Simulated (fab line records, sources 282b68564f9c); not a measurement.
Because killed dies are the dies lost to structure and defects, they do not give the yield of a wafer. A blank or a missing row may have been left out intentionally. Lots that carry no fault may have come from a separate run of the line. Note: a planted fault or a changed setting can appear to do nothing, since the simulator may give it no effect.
Which tool did it? + flow rit_cmos + 14 lots with 42 wafers sampled at 2 steps, on a route of 202 steps

WHAT EACH GAUGE READ, for each wafer
RIT_GATE_THK_MEAS_07.
| lot  | measured    | on            | GATE_OXIDE_THK (nm) |
|------|-------------|---------------|---------------------|
| L521 | day 2 17:01 | film_metro-03 | 2.93 2.93 2.96      |
| L522 | day 2 22:10 | film_metro-03 | 2.95 3.00 2.98      |
| L524 | day 3 06:21 | film_metro-02 | 3.08 3.06 3.11      |
| L525 | day 3 11:41 | film_metro-04 | 2.76 2.77 2.77      |
| L527 | day 4 01:08 | film_metro-03 | 2.76 2.89 2.85      |
| L534 | day 5 08:15 | film_metro-02 | 2.99 2.98 2.99      |
| L535 | day 5 15:50 | film_metro-03 | 3.01 3.13 3.01      |
| L536 | day 6 00:01 | film_metro-02 | 3.12 3.04 3.10      |
| L537 | day 6 01:32 | film_metro-02 | 2.95 3.03 3.02      |
| L538 | day 6 12:32 | film_metro-02 | 3.04 3.11 3.21      |
| L540 | day 6 18:43 | film_metro-03 | 3.04 3.02 3.03      |
| L541 | day 7 01:35 | film_metro-03 | 3.06 2.97 2.90      |
| L542 | day 7 07:38 | film_metro-04 | 3.03 2.95 2.95      |
| L543 | day 7 11:55 | film_metro-02 | 3.04 2.99 2.98      |

WHAT TOOL EACH LOT RAN ON (gives the tool, then ch and the chambers of the sampled wafers, and finally the start)
| lot  | RIT_GATE_OXIDATION_05        |
|------|------------------------------|
| L521 | furnace-02 ch 0, day 2 15:41 |
| L522 | furnace-02 ch 0, day 2 20:01 |
| L524 | furnace-03 ch 0, day 3 05:01 |
| L525 | furnace-03 ch 0, day 3 10:20 |
| L527 | furnace-03 ch 0, day 3 23:47 |
| L534 | furnace-01 ch 0, day 5 06:55 |
| L535 | furnace-01 ch 0, day 5 12:55 |
| L536 | furnace-02 ch 0, day 5 20:21 |
| L537 | furnace-01 ch 0, day 6 00:01 |
| L538 | furnace-02 ch 0, day 6 09:16 |
| L540 | furnace-02 ch 0, day 6 17:23 |
| L541 | furnace-02 ch 0, day 6 21:34 |
| L542 | furnace-03 ch 0, day 7 06:18 |
| L543 | furnace-02 ch 0, day 7 10:29 |
- RIT_GATE_OXIDATION_05: target thk 3 nm, ox time 270 s.

AS READ BY THE TOOLS THEMSELVES (means over the sampled wafers that have a number; for cases with no such wafer, the mark the record gives instead)
RIT_GATE_OXIDATION_05.
| lot  | tool       | spike_tc_centre_C (C) | spike_tc_load_C (C) | spike_tc_source_C (C) | tube_center_temp_C (C) | tube_center_temp_C_max |
|------|------------|-----------------------|---------------------|-----------------------|------------------------|------------------------|
| L521 | furnace-02 | 900.8                 | 922.6               | 923.9                 | 899.97                 | 902.6                  |
| L522 | furnace-02 | 899.9                 | 921.7               | 923.6                 | 900.03                 | 902.4                  |
| L524 | furnace-03 | 902.7                 | 924.2               | 925.1                 | 899.99                 | 902.2                  |
| L525 | furnace-03 | 894.8                 | 917.7               | 917.9                 | 892.72                 | 895.0                  |
| L527 | furnace-03 | 895.1                 | 918.2               | 917.8                 | 892.79                 | 894.9                  |
| L534 | furnace-01 | 903.0                 | 928.9               | 924.2                 | 899.99                 | 902.7                  |
| L535 | furnace-01 | 903.4                 | 927.8               | 924.1                 | 900.03                 | 902.2                  |
| L536 | furnace-02 | 901.5                 | 920.8               | 923.9                 | 900.02                 | 902.5                  |
| L537 | furnace-01 | 902.8                 | 928.3               | 924.2                 | 899.95                 | 902.3                  |
| L538 | furnace-02 | 902.4                 | 921.4               | 923.7                 | 900.05                 | 902.6                  |
| L540 | furnace-02 | 899.7                 | 921.4               | 923.6                 | 899.97                 | 902.2                  |
| L541 | furnace-02 | 901.0                 | 922.5               | 923.6                 | 900.06                 | 902.7                  |
| L542 | furnace-03 | 901.7                 | 925.5               | 924.5                 | 899.95                 | 902.0                  |
| L543 | furnace-02 | 902.2                 | 921.7               | 924.1                 | 900.01                 | 902.6                  |

THE ANSWER, worked out from the rows above alone
Rule: the usual values come from the lots themselves. Put in order of their means at a reading, lots are off if they are a third of the lots or fewer, leave a main group of 4 or more, and stand apart from it by a gap of 3 or more times the standard deviation of the main group's means; of several such gaps the widest counts. A main group whose means are all the same, to the digits that the tables above print for the reading, isn't used. Also off: a lot with no number at a reading for which 4 or more lots have one. Any other lot the step has rows for is counted as sound. After the gauges, taken in route order, come the tools' own readings; for these a lot's mean is taken, as printed above. The first step at which some lot is off is used, and at that step the reading that is off furthest; a lot without a number counts as furthest.
Off at RIT_GATE_OXIDATION_05 (tube_center_temp_C): L525, L527. The main group: mean 900.00 C, standard deviation 0.036.
A tool fits if, at that step or a process step before it, it ran every lot that is off, and no sound lot after the first of them. None of those tried fits.

WHAT THE SIMULATOR PUT IN
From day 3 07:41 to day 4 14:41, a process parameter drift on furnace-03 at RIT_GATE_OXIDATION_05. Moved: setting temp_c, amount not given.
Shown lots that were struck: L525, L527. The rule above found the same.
